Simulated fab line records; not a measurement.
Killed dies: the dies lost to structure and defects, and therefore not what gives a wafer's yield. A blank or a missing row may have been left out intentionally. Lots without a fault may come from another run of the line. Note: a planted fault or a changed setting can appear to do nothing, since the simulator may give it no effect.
Shared-tool check	flow rit_cmos	Lots sampled 13, wafers sampled 39

== THE REASON FOR OPENING IT ==
1 of 13 lots carry a flag on the reading NRETRO_TW at RIT_NRETRO_TW_MEAS_10. Wafers without a fault read 1067, standard deviation 5.9.
Rule: a lot gets a flag if all its wafers with a number sit over 4 standard deviations from that mean, or if no wafer of it has a number. As for the other lots, they are considered sound.

lot	measured	on	NRETRO_TW, wafer by wafer	flag
L193	day 2 07:26	film_metro-03	1066 1071 1071	
L194	day 2 13:22	film_metro-02	1066 1068 1059	
L195	day 2 17:33	film_metro-03	1063 1061 1070	
L196	day 2 22:45	film_metro-02	1064 1068 1064	
L198	day 3 10:17	film_metro-04	1066 1066 1065	
L199	day 3 15:39	film_metro-03	1064 1062 1058	
L200	day 3 18:01	film_metro-02	1065 1063 1062	
L201	day 3 23:12	film_metro-02	30 30 30	FLAGGED
L205	day 4 22:32	film_metro-03	1062 1059 1065	
L208	day 5 12:45	film_metro-02	1069 1072 1074	
L213	day 6 11:34	film_metro-04	1080 1079 1075	
L215	day 6 23:15	film_metro-02	1072 1075 1079	
L216	day 7 04:53	film_metro-03	1062 1062 1064	
Flagged lots average 30: -1037 relative to the usual, that is -99 or more standard deviations.

== EACH LOT AND THE TOOL IT RAN ON ==
The record keeps 1 process step preceding the reading, out of 202 steps on the route. Read each cell as the tool, then ch plus the chambers that the sampled wafers visited, then the start.
lot	flag	RIT_NRETRO_EXPOSE_03
L193		iline_stepper-02 ch 0, day 2 06:17
L194		iline_stepper-01 ch 0, day 2 12:19
L195		iline_stepper-01 ch 0, day 2 16:31
L196		iline_stepper-02 ch 0, day 2 21:43
L198		iline_stepper-01 ch 0, day 3 09:15
L199		iline_stepper-01 ch 0, day 3 14:37
L200		iline_stepper-02 ch 0, day 3 16:59
L201	FLAGGED	iline_stepper-02 ch 0, day 3 21:59
L205		iline_stepper-01 ch 0, day 4 21:30
L208		iline_stepper-02 ch 0, day 5 11:43
L213		iline_stepper-02 ch 0, day 6 10:32
L215		iline_stepper-02 ch 0, day 6 22:03
L216		iline_stepper-02 ch 0, day 7 03:51
What the steps here do:
- RIT_NRETRO_EXPOSE_03: exposes mask M4, target cd 43900 nm.
- RIT_NRETRO_TW_MEAS_10

== FLAGGED AGAINST TOTAL, ONE TOOL AT A TIME (gauges that did the reading follow at the end) ==
step	tool	lots run	flagged	share of the flagged lots	sound lots run after its first flagged lot
RIT_NRETRO_EXPOSE_03	iline_stepper-01	5	0	none	-
RIT_NRETRO_EXPOSE_03	iline_stepper-02	8	1	all	4 (L208,L213,L215,L216)
RIT_NRETRO_TW_MEAS_10	film_metro-02	6	1	all	2 (L208,L215)
RIT_NRETRO_TW_MEAS_10	film_metro-03	5	0	none	-
RIT_NRETRO_TW_MEAS_10	film_metro-04	2	0	none	-

== WHAT IS ALLOWED BY THE TABLE ==
Table rows that saw every flagged lot: 2, namely iline_stepper-02 at RIT_NRETRO_EXPOSE_03 and film_metro-02 at RIT_NRETRO_TW_MEAS_10.
- iline_stepper-02 at RIT_NRETRO_EXPOSE_03: 1 of its 8 lots flagged. After the first flagged lot (L208, L213, L215, L216), sound lots still ran on it; a lasting fault on the whole tool would not permit that.
- film_metro-02 at RIT_NRETRO_TW_MEAS_10: 1 of its 6 lots flagged. After the first flagged lot (L208, L215), sound lots still ran on it; a lasting fault on the whole tool would not permit that.
Not one row of the table ran every flagged lot while running no sound lot after the first.

== WHAT HAD BEEN PUT IN BY THE SIMULATOR ==
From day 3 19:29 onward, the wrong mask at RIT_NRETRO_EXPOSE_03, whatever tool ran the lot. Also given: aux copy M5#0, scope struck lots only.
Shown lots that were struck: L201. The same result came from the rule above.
